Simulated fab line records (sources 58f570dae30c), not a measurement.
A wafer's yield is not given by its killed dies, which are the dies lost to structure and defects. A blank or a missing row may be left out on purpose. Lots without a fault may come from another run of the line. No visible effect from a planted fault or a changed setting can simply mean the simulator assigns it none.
A lot that was struck, set against a sound lot -- flow berkeleyCmos170 -- 15 steps out of a route of 331
Sound: these wafers, L262.1, L262.4, L262.6. Struck: wafers L268.1, L268.3, L268.5. The cause is named last.
Per side, at each step with rows, come the tool, then ch with its chambers, and then its first start. Under that, the readings that differ: sound wafers -- struck wafers -- difference of the means -- sigmas: that difference in standard deviations of wafers without a fault.
alike: readings with means less than 2 such deviations apart, plus words and numbers identical on both sides. not compared: withheld readings, readings lacking a value on some wafer, bounds such as >300 that could conceal the same value, and numbers that have no deviation in the record and whose values overlap.
A row with sigmas, a row that says differs or no value, or rows on one side alone: a step with any of these is where the two part. Numbers that don't overlap but have no deviation are shown without sigmas and don't part them. A reading that every wafer of one side lacks parts them only if that side has two wafers or more.

UCB170_M2_ETCH_17: etches BARC in N2/H2.
  sound on rieDiel-04 ch 2,3, day 9 01:25; struck on rieDiel-04 ch 0,1,3, day 11 08:07
  alike: chamberPressureMTorr, drypumpMotorCurrentA, oesProductAu, throttleValvePct
UCB170_M2_METAL_ETCH_18: etches Al in Cl2/BCl3, stops on SiO2, target depth 1170 nm, time 195 s.
  sound on rieMetal-02 ch 0,1, day 9 01:27; struck on rieMetal-03 ch 0,1, day 11 08:09
  alike: chamberPressureMTorr, drypumpMotorCurrentA, oesProductAu, throttleValvePct
  not compared: rfHoursCounterH
UCB170_M2_STRIP_19: strips in O2.
  sound on plasmaAsher-02 ch 0, day 9 01:38; struck on plasmaAsher-01 ch 0,1, day 11 08:20
  alike: chamberPressureMTorr, drypumpMotorCurrentA, o2FlowSccm, oesProductAu
  not compared: rfHoursCounterH
UCB170_M2_CD_MEAS_90 targets a cd of 700 nm.
  struck on cdSem-01, day 11 08:26; sound on cdSem-02, day 9 01:44
  alike: cdNm
UCB170_V2_CVD_00: deposits SiO2 from TEOS/O2, target thk 2000 nm, time 250 s.
  sound on pecvd-03 ch 1,2, day 9 01:52; struck on pecvd-01 ch 0,2, day 11 08:34
  alike: heaterPowerW
UCB170_V2_THK_MEAS_01:
  struck on filmMetro-02, day 11 08:43; sound on filmMetro-01, day 9 02:01
  alike: V2_TEOS_THK
UCB170_V2_CMP_02: polishes SiO2.
  sound on cmp-01 ch 0,2,3, day 9 02:11; struck on cmp-02 ch 1,2, day 11 08:50
  alike: motorCurrentA, platenRpm
UCB170_V2_BOW_MEAS_03:
  struck on filmMetro-02, day 11 09:05; sound on filmMetro-02, day 9 02:23
  alike: V2_BOW
UCB170_V2_THK_MEAS_04:
  struck on filmMetro-02, day 11 09:12; sound on filmMetro-02, day 9 02:30
  alike: V2_POLISHED_THK
then, 3 steps without rows for these wafers: UCB170_V2_CLEAN_05 (cleans in DIW); UCB170_V2_HMDS_06 (prime time 60 s); UCB170_V2_COAT_07 (resist thk 900 nm).
UCB170_V2_SOFTBAKE_08: time 60 s.
  sound on lithoTrack-04 ch 0, day 9 03:13; struck on lithoTrack-01 ch 0, day 11 09:45
reading,sound,struck,difference,sigmas
runLengthS (s),89.15 89.08 89.03,94.83 94.87 94.66,+5.70,+36
then, 1 step without rows for these wafers: UCB170_V2_EXPOSE_09 (exposes mask VIA2, target cd 700 nm).
UCB170_M3_PROBE_99:
  rows exist in the record for the sound wafers here (prober-01, day 9 07:11), none for the struck ones

## WHERE THEY PART
First at UCB170_V2_SOFTBAKE_08; last, within this record, at UCB170_M3_PROBE_99.

WHY: what the simulator had put in
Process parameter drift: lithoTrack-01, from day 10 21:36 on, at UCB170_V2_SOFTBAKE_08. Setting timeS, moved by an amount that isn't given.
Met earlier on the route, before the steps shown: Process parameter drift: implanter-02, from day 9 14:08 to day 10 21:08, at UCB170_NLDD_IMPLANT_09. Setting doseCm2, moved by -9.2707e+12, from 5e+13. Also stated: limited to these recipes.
